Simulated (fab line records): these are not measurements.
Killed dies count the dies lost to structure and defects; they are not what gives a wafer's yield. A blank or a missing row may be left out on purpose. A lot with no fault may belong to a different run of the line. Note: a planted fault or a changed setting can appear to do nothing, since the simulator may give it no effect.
Which of the tools did it? ; flow rit_cmos ; 45 wafers from 15 lots sampled at 2 of the route's 202 steps

## WHAT THE GAUGES SHOWED, per wafer
The record holds no reading of a measuring or inspecting step that can be judged against a usual standard deviation.

## TOOL THAT RAN EACH LOT (tool first, then ch and the chambers of the sampled wafers, then the start)
lot;RIT_GATE_STRIP_20;RIT_M1_PROBE_99
L881;plasma_asher-03 ch 0,1, day 2 15:31;prober-01, day 3 12:11
L882;plasma_asher-04 ch 0,1, day 2 22:46;-
L883;plasma_asher-03 ch 1, day 3 04:32;-
L885;plasma_asher-04 ch 0,1, day 3 12:09;-
L886;plasma_asher-04 ch 0,1, day 3 18:39;-
L887;plasma_asher-04 ch 0,1, day 3 23:39;-
L893;plasma_asher-03 ch 0,1, day 5 05:33;prober-01, day 6 09:06
L895;plasma_asher-03 ch 0,1, day 5 15:02;prober-01, day 6 12:09
L897;plasma_asher-03 ch 0,1, day 6 00:32;prober-01, day 6 22:06
L898;plasma_asher-01 ch 0,1, day 6 06:29;-
L900;plasma_asher-01 ch 0,1, day 6 18:03;-
L901;plasma_asher-01 ch 0, day 6 22:16;prober-01, day 7 19:29
L902;plasma_asher-01 ch 0,1, day 6 23:34;-
L903;plasma_asher-01 ch 0,1, day 7 08:18;-
L904;plasma_asher-03 ch 0,1, day 7 12:30;-
- RIT_GATE_STRIP_20: strips in O2, time 180 s.
- RIT_M1_PROBE_99

## AS READ BY THE TOOLS THEMSELVES (means over the sampled wafers that have a number; for cases with no such wafer, the mark the record gives instead)
RIT_GATE_STRIP_20. Usual: drypump_motor_current_A 5.7 A, standard deviation 0.38; o2_flow_sccm 4000 sccm, standard deviation 13.
lot;tool;drypump_motor_current_A (A);o2_flow_sccm (sccm);flag
L881;plasma_asher-03;5.5;4003;
L882;plasma_asher-04;6.1;3992;
L883;plasma_asher-03;5.4;3994;
L885;plasma_asher-04;5.8;3474;OFF
L886;plasma_asher-04;5.8;3480;OFF
L887;plasma_asher-04;5.8;3465;OFF
L893;plasma_asher-03;5.5;4003;
L895;plasma_asher-03;5.5;4000;
L897;plasma_asher-03;5.5;3994;
L898;plasma_asher-01;5.6;3983;
L900;plasma_asher-01;5.7;4001;
L901;plasma_asher-01;5.9;3999;
L902;plasma_asher-01;5.7;3998;
L903;plasma_asher-01;5.7;3998;
L904;plasma_asher-03;5.5;4014;

RIT_M1_PROBE_99. Usual: killed_at_M0_to_M3 0.0, standard deviation 0.12; killed_at_contacts 0.1, standard deviation 0.25; killed_at_front_end 6.8, standard deviation 2.7; killed_dies 6.8, standard deviation 2.7; killed_open 3.4, standard deviation 1.8; killed_short 3.5, standard deviation 1.7.
lot;tool;killed_at_M0_to_M3;killed_at_contacts;killed_at_front_end;killed_dies;killed_open;killed_short;flag
L881;prober-01;0.0;0.0;4.3;4.3;2.7;1.7;
L893;prober-01;0.0;0.0;8.7;8.7;4.7;4.0;
L895;prober-01;0.0;0.0;5.0;5.0;2.7;2.3;
L897;prober-01;0.0;0.0;5.3;5.3;3.0;2.3;
L901;prober-01;0.0;0.0;9.3;9.3;4.0;5.3;

## THE ANSWER, worked out from the rows above alone
Rule: take the mean of a lot's wafers that have a number; if it is more than 3 standard deviations from the usual mean, the lot is off. Also off: a lot with no number at a reading for which 4 or more lots have one. Any other lot the step has rows for is counted as sound. First the gauges in route order, then the tools' own readings, where a lot's mean is used as printed above. The first step at which some lot is off is used, and at that step the reading that is off furthest; a lot without a number counts as furthest.
Off at RIT_GATE_STRIP_20 (o2_flow_sccm): L885, L886, L887.
If a tool, at that step or one of the process steps before it, ran each lot that is off and ran no sound lot following the first of them, it fits. One fits: plasma_asher-04 at RIT_GATE_STRIP_20. Its last sound lot is L882 (day 2 22:46), its first lot that is off L885 (day 3 12:09): a fault that began between those two fits.
The tool's own readings at RIT_GATE_STRIP_20 bear it out: on the lots that are off they differ by more than 5 times the standard deviation of the sound lots' means. o2_flow_sccm reads 3473 sccm there against 3998 sccm on the sound lots.

## WHAT THE SIMULATOR HAD INSERTED
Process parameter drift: plasma_asher-04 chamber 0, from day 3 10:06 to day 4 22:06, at RIT_GATE_STRIP_20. Setting o2_flow_sccm, moved by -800, from 4000. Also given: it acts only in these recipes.
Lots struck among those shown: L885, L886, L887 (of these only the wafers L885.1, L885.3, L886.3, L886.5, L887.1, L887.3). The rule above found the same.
